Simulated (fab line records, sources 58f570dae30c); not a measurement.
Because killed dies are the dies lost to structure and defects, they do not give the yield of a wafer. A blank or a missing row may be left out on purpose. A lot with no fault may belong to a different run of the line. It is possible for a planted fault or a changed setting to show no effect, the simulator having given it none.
fab line records + flow berkeley_cmos170
record
- lots=14
- wafers=42
- last_day=11
route steps=331 shown GATE@130
lots that met no fault: from a run of the same line without faults
start_h: the number of hours between the record's first day and the start of the first shown wafer of the lot + wait_h: hours since the lot's step before + " repeats the value in the row above + L1.1+2: several wafers, shown together as one row + - no value present, or no start provided + * or withheld: withheld + < > ~ a bound
route shown NAME@n: names a module that has steps shown in the file, with the first one's number in the route + usual: the fault-free wafers' mean and standard deviation + same: alike in all rows + chamber/n: place in a boat + sites: each site's reading + _std_site: the values' standard deviation + _edge_site: the outer-site mean with the inner-site mean subtracted + radius_mm: for every site, how far away it sits from the centre of the wafer + mask NAME#n: copy n + behind: the last tool/chamber to shape the wafer + hold: why the lot went on hold/how many hours it stayed there/how the hold came to an end + device: the transistor (n, p or np) that didn't switch + end of line: tests run on the same wafers once the route is complete + a step given without rows: its recipe and nothing more + killed: at the first sort, the dies lost to defects and structure; wafer yield is something else + map: shows each die of a wafer: x if killed, . if not, _ if none is there
set.NAME: the setting as run; set.NAME@STEP: as run at that earlier step + model.NAME: the simulator's own value behind a step, which no gauge read
the route's steps for a sample of lots (tables are steps, rows are wafers)
services: when a tool's chamber went out of use (start_h, in hours from the record's first day, below 0 if earlier), for how many hours, and the reason
## steps
# step UCB170_GATE_CVD_04
# recipe
- material=poly-Si
- temp_c=610
- precursor=SiH4
- time_s=1440
- pressure_mtorr=375
- target_thk_nm=214
- sih4_flow_sccm=120
| lot.wafer  | tool     | chamber | start_h | wait_h |
|------------|----------|---------|---------|--------|
| L323.2+3+4 | lpcvd-01 | 1       | 125.44  | 1.6    |
| L324.2+4+6 | lpcvd-02 | 1       | 133.00  | 0.0    |
| L325.1+3+5 | lpcvd-02 | 0       | 133.00  | 0.0    |
| L326.1+4+6 | lpcvd-02 | 0       | 146.26  | 1.7    |
| L327.4+5+6 | lpcvd-02 | 0       | 146.26  | 1.7    |
| L328.2+3+6 | lpcvd-02 | 0       | 146.26  | 1.7    |
| L332.1+2+3 | lpcvd-01 | 1       | 170.42  | 0.0    |
| L334.2+4+5 | lpcvd-02 | 0       | 182.19  | 1.0    |
| L335.4+5+6 | lpcvd-02 | 0       | 182.19  | 1.0    |
| L336.3+5+6 | lpcvd-02 | 0       | 182.19  | 1.0    |
| L337.4+5+6 | lpcvd-02 | 0       | 200.94  | 1.4    |
| L340.1+2+3 | lpcvd-02 | 1       | 200.94  | 1.4    |
| L341.3+4+6 | lpcvd-02 | 0       | 212.48  | 0.0    |
| L345.1+2+6 | lpcvd-02 | 0       | 227.82  | 0.0    |
# step UCB170_GATE_THK_MEAS_05
# recipe
- reads=poly-Si_of_GATE_CVD_04
# usual
- GATE_POLY_THK=214.2/2
| lot.wafer | tool          | chamber | start_h | wait_h | GATE_POLY_THK[nm] |
|-----------|---------------|---------|---------|--------|-------------------|
| L323.2    | film_metro-03 | -       | 126.85  | 0.0    | 212.2             |
| L323.3    | "             | -       | "       | "      | 212.4             |
| L323.4    | "             | -       | "       | "      | 212.9             |
| L325.1    | film_metro-02 | -       | 134.40  | 0.0    | 214.1             |
| L325.3    | "             | -       | "       | "      | 214.5             |
| L325.5    | "             | -       | "       | "      | 213.8             |
| L324.2    | film_metro-04 | -       | 134.41  | 0.0    | 217.2             |
| L324.4    | "             | -       | "       | "      | 215.8             |
| L324.6    | "             | -       | "       | "      | 214.5             |
| L328.2    | film_metro-04 | -       | 147.67  | 0.0    | 216.0             |
| L328.3    | "             | -       | "       | "      | 216.9             |
| L328.6    | "             | -       | "       | "      | 217.0             |
| L327.4    | film_metro-03 | -       | 147.69  | 0.0    | 215.3             |
| L327.5    | "             | -       | "       | "      | 214.9             |
| L327.6    | "             | -       | "       | "      | 218.1             |
| L326.1    | film_metro-04 | -       | 147.72  | 0.1    | 216.1             |
| L326.4    | "             | -       | "       | "      | 215.5             |
| L326.6    | "             | -       | "       | "      | 215.4             |
| L332.1    | film_metro-04 | -       | 171.82  | 0.0    | 215.1             |
| L332.2    | "             | -       | "       | "      | 216.3             |
| L332.3    | "             | -       | "       | "      | 214.9             |
| L335.4    | film_metro-03 | -       | 184.32  | 0.0    | 214.6             |
| L335.5    | "             | -       | "       | "      | 215.1             |
| L335.6    | "             | -       | "       | "      | 213.7             |
| L336.3    | film_metro-04 | -       | 184.32  | 0.0    | 215.9             |
| L336.5    | "             | -       | "       | "      | 213.1             |
| L336.6    | "             | -       | "       | "      | 213.4             |
| L334.2    | film_metro-03 | -       | 184.36  | 0.1    | 216.3             |
| L334.4    | "             | -       | "       | "      | 215.2             |
| L334.5    | "             | -       | "       | "      | 215.6             |
| L340.1    | film_metro-02 | -       | 202.34  | 0.0    | 210.9             |
| L340.2    | "             | -       | "       | "      | 211.6             |
| L340.3    | "             | -       | "       | "      | 213.8             |
| L337.4    | film_metro-03 | -       | 202.37  | 0.0    | 215.5             |
| L337.5    | "             | -       | "       | "      | 216.2             |
| L337.6    | "             | -       | "       | "      | 214.9             |
| L341.3    | film_metro-04 | -       | 213.90  | 0.0    | 222.8             |
| L341.4    | "             | -       | "       | "      | 224.4             |
| L341.6    | "             | -       | "       | "      | 222.7             |
| L345.1    | film_metro-03 | -       | 229.22  | 0.0    | 221.4             |
| L345.2    | "             | -       | "       | "      | 221.8             |
| L345.6    | "             | -       | "       | "      | 220.8             |
## services
| tool     | chamber | start_h | hours | kind |
|----------|---------|---------|-------|------|
| lpcvd-01 | -       | 198.36  | 6.1   | pm   |
## key
first_sign
- step=UCB170_GATE_THK_MEAS_05
- reading=GATE_POLY_THK
- direction=up
- sigmas=4.2
- usual=214.2
- struck=222.3
effect none on later readings
met_at UCB170_GATE_CVD_04
struck_lots L341,L345
tester_left_out L341,L345
onset_between 200.94 212.48
also_fits time
fault
- kind=process_parameter_drift
- tool=lpcvd-02
- chamber=-
- onset_h=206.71
- steps=UCB170_GATE_CVD_04
- channel=time_s
- offset=*
- shape=step
- end_h=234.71
- acts_in=*
- stated=*
# tester_left_out: of these lots the tester's yield and bins aren't shown, on N5 and GAA mostly nor the transistor test; their killed dies are dies lost to structure and defects alone, not to doping, threshold or leakage, so they don't give the yield
